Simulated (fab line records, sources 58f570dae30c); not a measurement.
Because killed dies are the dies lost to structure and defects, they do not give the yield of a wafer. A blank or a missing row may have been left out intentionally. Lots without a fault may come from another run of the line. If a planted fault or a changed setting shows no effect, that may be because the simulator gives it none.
Which of the tools did it? :: flow berkeley-cmos170 :: 42 wafers from 14 lots sampled at 3 of the route's 331 steps

== WHAT THE GAUGES READ, wafer by wafer ==
UCB170_V2_THK_MEAS_04. Usual: for V2_POLISHED_THK the level is 1000.0 nm and the standard deviation is 1.2.
lot: L258
measured: day 9 01:02
on: film-metro-04
V2_POLISHED_THK (nm): 999.7 1000.3 1000.5
flag: 

lot: L259
measured: day 9 01:23
on: film-metro-02
V2_POLISHED_THK (nm): 1001.0 1001.3 1001.0
flag: 

lot: L260
measured: day 9 02:03
on: film-metro-02
V2_POLISHED_THK (nm): 999.5 1001.1 999.1
flag: 

lot: L255
measured: day 9 02:10
on: film-metro-03
V2_POLISHED_THK (nm): 999.6 1000.3 1002.4
flag: 

lot: L257
measured: day 9 03:00
on: film-metro-03
V2_POLISHED_THK (nm): 1000.5 999.5 998.8
flag: 

lot: L261
measured: day 9 17:54
on: film-metro-03
V2_POLISHED_THK (nm): 1001.4 1000.1 1000.5
flag: 

lot: L262
measured: day 10 02:27
on: film-metro-02
V2_POLISHED_THK (nm): 999.9 1000.0 1000.1
flag: 

lot: L264
measured: day 10 07:01
on: film-metro-02
V2_POLISHED_THK (nm): 999.0 999.8 998.4
flag: 

lot: L263
measured: day 10 07:08
on: film-metro-03
V2_POLISHED_THK (nm): 1000.3 1001.3 1002.0
flag: 

lot: L270
measured: day 11 11:19
on: film-metro-04
V2_POLISHED_THK (nm): 1000.6 1000.0 1000.2
flag: 

lot: L273
measured: day 12 14:37
on: film-metro-04
V2_POLISHED_THK (nm): 999.4 1001.4 1000.3
flag: 

lot: L274
measured: day 12 17:46
on: film-metro-03
V2_POLISHED_THK (nm): 1000.4 999.9 1000.3
flag: 

lot: L276
measured: day 12 18:35
on: film-metro-03
V2_POLISHED_THK (nm): 1001.4 1002.2 1003.5
flag: 

lot: L277
measured: day 13 08:21
on: film-metro-04
V2_POLISHED_THK (nm): 1001.4 1002.0 1002.0
flag: 

UCB170_M3_THK_MEAS_03: measures by xrf. Usual: for M3_AL_THK the level is 905 nm and the standard deviation is 13.
lot: L258
measured: day 9 03:10
on: film-metro-01
M3_AL_THK (nm): 893 892 907
flag: 

lot: L259
measured: day 9 03:51
on: film-metro-01
M3_AL_THK (nm): 911 920 902
flag: 

lot: L260
measured: day 9 04:22
on: film-metro-03
M3_AL_THK (nm): 895 895 890
flag: 

lot: L255
measured: day 9 04:50
on: film-metro-02
M3_AL_THK (nm): 914 908 899
flag: 

lot: L257
measured: day 9 05:11
on: film-metro-03
M3_AL_THK (nm): 889 895 906
flag: 

lot: L261
measured: day 9 19:48
on: film-metro-01
M3_AL_THK (nm): 920 909 925
flag: 

lot: L262
measured: day 10 06:53
on: film-metro-01
M3_AL_THK (nm): 893 899 895
flag: 

lot: L264
measured: day 10 10:31
on: film-metro-01
M3_AL_THK (nm): 888 886 890
flag: 

lot: L263
measured: day 10 10:42
on: film-metro-02
M3_AL_THK (nm): 909 916 913
flag: 

lot: L270
measured: day 11 13:51
on: film-metro-03
M3_AL_THK (nm): 920 916 914
flag: 

lot: L273
measured: day 12 16:35
on: film-metro-02
M3_AL_THK (nm): 892 891 898
flag: 

lot: L274
measured: day 12 19:40
on: film-metro-02
M3_AL_THK (nm): 892 881 893
flag: 

lot: L276
measured: day 12 20:31
on: film-metro-01
M3_AL_THK (nm): 910 915 899
flag: 

lot: L277
measured: day 13 10:23
on: film-metro-01
M3_AL_THK (nm): 902 903 911
flag: 

== EACH LOT AND THE TOOL THAT RAN IT (in order: tool; ch and the chambers of the sampled wafers; start) ==
lot: L258
UCB170_M2_SPUTTER_01: pvd-sputter-04, day 8 21:16

lot: L259
UCB170_M2_SPUTTER_01: pvd-sputter-01, day 8 21:29

lot: L260
UCB170_M2_SPUTTER_01: pvd-sputter-02, day 8 22:22

lot: L255
UCB170_M2_SPUTTER_01: pvd-sputter-04, day 8 22:29

lot: L257
UCB170_M2_SPUTTER_01: pvd-sputter-01, day 8 23:37

lot: L261
UCB170_M2_SPUTTER_01: pvd-sputter-01, day 9 14:36

lot: L262
UCB170_M2_SPUTTER_01: pvd-sputter-02, day 9 22:49

lot: L264
UCB170_M2_SPUTTER_01: pvd-sputter-01, day 10 00:53

lot: L263
UCB170_M2_SPUTTER_01: pvd-sputter-02, day 10 01:02

lot: L270
UCB170_M2_SPUTTER_01: pvd-sputter-04, day 11 07:22

lot: L273
UCB170_M2_SPUTTER_01: pvd-sputter-04, day 12 11:19

lot: L274
UCB170_M2_SPUTTER_01: pvd-sputter-02, day 12 14:07

lot: L276
UCB170_M2_SPUTTER_01: pvd-sputter-01, day 12 15:30

lot: L277
UCB170_M2_SPUTTER_01: pvd-sputter-01, day 13 05:07
- UCB170_M2_SPUTTER_01: material Al, target thk 900 nm, time 120 s.

== AS READ BY THE TOOLS THEMSELVES (means over the sampled wafers that have a number; for cases with no such wafer, the mark the record gives instead) ==
UCB170_M2_SPUTTER_01. Usual: 30.3 % for throttle-valve-pct, sd 0.79.
lot: L258
tool: pvd-sputter-04
throttle-valve-pct (%): 30.3
flag: 

lot: L259
tool: pvd-sputter-01
throttle-valve-pct (%): 29.8
flag: 

lot: L260
tool: pvd-sputter-02
throttle-valve-pct (%): 30.6
flag: 

lot: L255
tool: pvd-sputter-04
throttle-valve-pct (%): 30.3
flag: 

lot: L257
tool: pvd-sputter-01
throttle-valve-pct (%): 30.5
flag: 

lot: L261
tool: pvd-sputter-01
throttle-valve-pct (%): 30.5
flag: 

lot: L262
tool: pvd-sputter-02
throttle-valve-pct (%): 29.3
flag: 

lot: L264
tool: pvd-sputter-01
throttle-valve-pct (%): 29.8
flag: 

lot: L263
tool: pvd-sputter-02
throttle-valve-pct (%): 30.7
flag: 

lot: L270
tool: pvd-sputter-04
throttle-valve-pct (%): 30.7
flag: 

lot: L273
tool: pvd-sputter-04
throttle-valve-pct (%): 29.9
flag: 

lot: L274
tool: pvd-sputter-02
throttle-valve-pct (%): 29.9
flag: 

lot: L276
tool: pvd-sputter-01
throttle-valve-pct (%): 30.4
flag: 

lot: L277
tool: pvd-sputter-01
throttle-valve-pct (%): 30.1
flag: 

== THE ANSWER, worked out from the rows above alone ==
Rule: take the mean of a lot's wafers that have a number; if it is more than 3 standard deviations from the usual mean, the lot is off. A lot without any number at a reading at which 4 lots or more have one is off too. Any other lot the step has rows for is counted as sound. First the gauges in route order, then the tools' own readings, where a lot's mean is used as printed above. At the first step where some lot is off, the reading lying furthest off is the one used; lots without a number count as furthest.
No lot is off on any of the readings shown, so nothing can be concluded from this.

== WHAT THE SIMULATOR HAD INSERTED ==
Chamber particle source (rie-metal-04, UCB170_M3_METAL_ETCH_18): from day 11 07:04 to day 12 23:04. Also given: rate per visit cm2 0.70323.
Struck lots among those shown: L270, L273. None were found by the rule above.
